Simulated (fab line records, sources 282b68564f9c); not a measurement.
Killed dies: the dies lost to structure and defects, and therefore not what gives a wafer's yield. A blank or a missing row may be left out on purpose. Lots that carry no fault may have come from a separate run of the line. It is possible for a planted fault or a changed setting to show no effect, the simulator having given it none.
Which of the tools did it? -- flow rit_cmos -- 42 wafers from 14 lots sampled at 2 of the route's 202 steps

## WHAT EACH GAUGE READ, for each wafer
The record lacks any reading of a measuring or inspecting step that a usual standard deviation could be used to judge.

## WHAT TOOL EACH LOT RAN ON (gives the tool, then ch and the chambers of the sampled wafers, and finally the start)
lot,RIT_GATE_CLEAN_02,RIT_M1_PROBE_99
L776,"wet_bench-04 ch 0, day 2 19:04",-
L778,"wet_bench-04 ch 0, day 2 23:38",-
L780,"wet_bench-04 ch 2, day 3 09:59",-
L781,"wet_bench-04 ch 1, day 3 13:13",-
L782,"wet_bench-04 ch 0, day 3 16:31",-
L783,"wet_bench-02 ch 0, day 3 20:44","prober-01, day 5 02:46"
L785,"wet_bench-04 ch 1, day 4 13:29",-
L786,"wet_bench-01 ch 0, day 4 14:46",-
L787,"wet_bench-04 ch 3, day 4 18:59",-
L789,"wet_bench-01 ch 0, day 5 04:08",-
L794,"wet_bench-01 ch 1, day 6 04:53",-
L795,"wet_bench-04 ch 1, day 6 10:01","prober-01, day 7 13:33"
L796,"wet_bench-02 ch 2, day 6 15:02",-
L797,"wet_bench-04 ch 2, day 6 19:17","prober-01, day 7 23:25"
- RIT_GATE_CLEAN_02: cleans in dHF, time 30 s.
- RIT_M1_PROBE_99

## AS READ BY THE TOOLS THEMSELVES (means over the sampled wafers that have a number; for cases with no such wafer, the mark the record gives instead)
RIT_M1_PROBE_99. Usual: killed_at_contacts 0.0, standard deviation 0.18; killed_at_front_end 7, standard deviation 3; killed_dies 7, standard deviation 3; killed_on_rim 2, standard deviation 1.4; killed_open 3.6, standard deviation 1.9; killed_short 3.2, standard deviation 1.8.
lot,tool,killed_at_contacts,killed_at_front_end,killed_dies,killed_on_rim,killed_open,killed_short,flag
L783,prober-01,0.0,9,9,3,4.3,4.3,
L795,prober-01,0.0,39,39,9,3.7,3.3,OFF
L797,prober-01,0.0,31,31,11,5.3,1.7,OFF

## THE ANSWER, worked out from the rows above alone
Rule: lot off if the mean of its wafers having a number is beyond 3 standard deviations from the usual mean. Also off: a lot with no number at a reading for which 4 or more lots have one. Any other lot the step has rows for is counted as sound. First the gauges in route order, then the tools' own readings, where a lot's mean is used as printed above. The first step at which some lot is off is used, and at that step the reading that is off furthest; a lot without a number counts as furthest.
Off, at RIT_M1_PROBE_99 on killed_at_front_end: L795, L797. Neither off nor sound, because the step has no rows for them: L776, L778, L780, L781, L782, L785, L786, L787, L789, L794, L796.
If a tool, at that step or one of the process steps before it, ran each lot that is off and ran no sound lot following the first of them, it fits. Can't be told from this: 2 tools fit, wet_bench-04 at RIT_GATE_CLEAN_02, prober-01 at RIT_M1_PROBE_99.

## WHAT WAS PUT IN BY THE SIMULATOR
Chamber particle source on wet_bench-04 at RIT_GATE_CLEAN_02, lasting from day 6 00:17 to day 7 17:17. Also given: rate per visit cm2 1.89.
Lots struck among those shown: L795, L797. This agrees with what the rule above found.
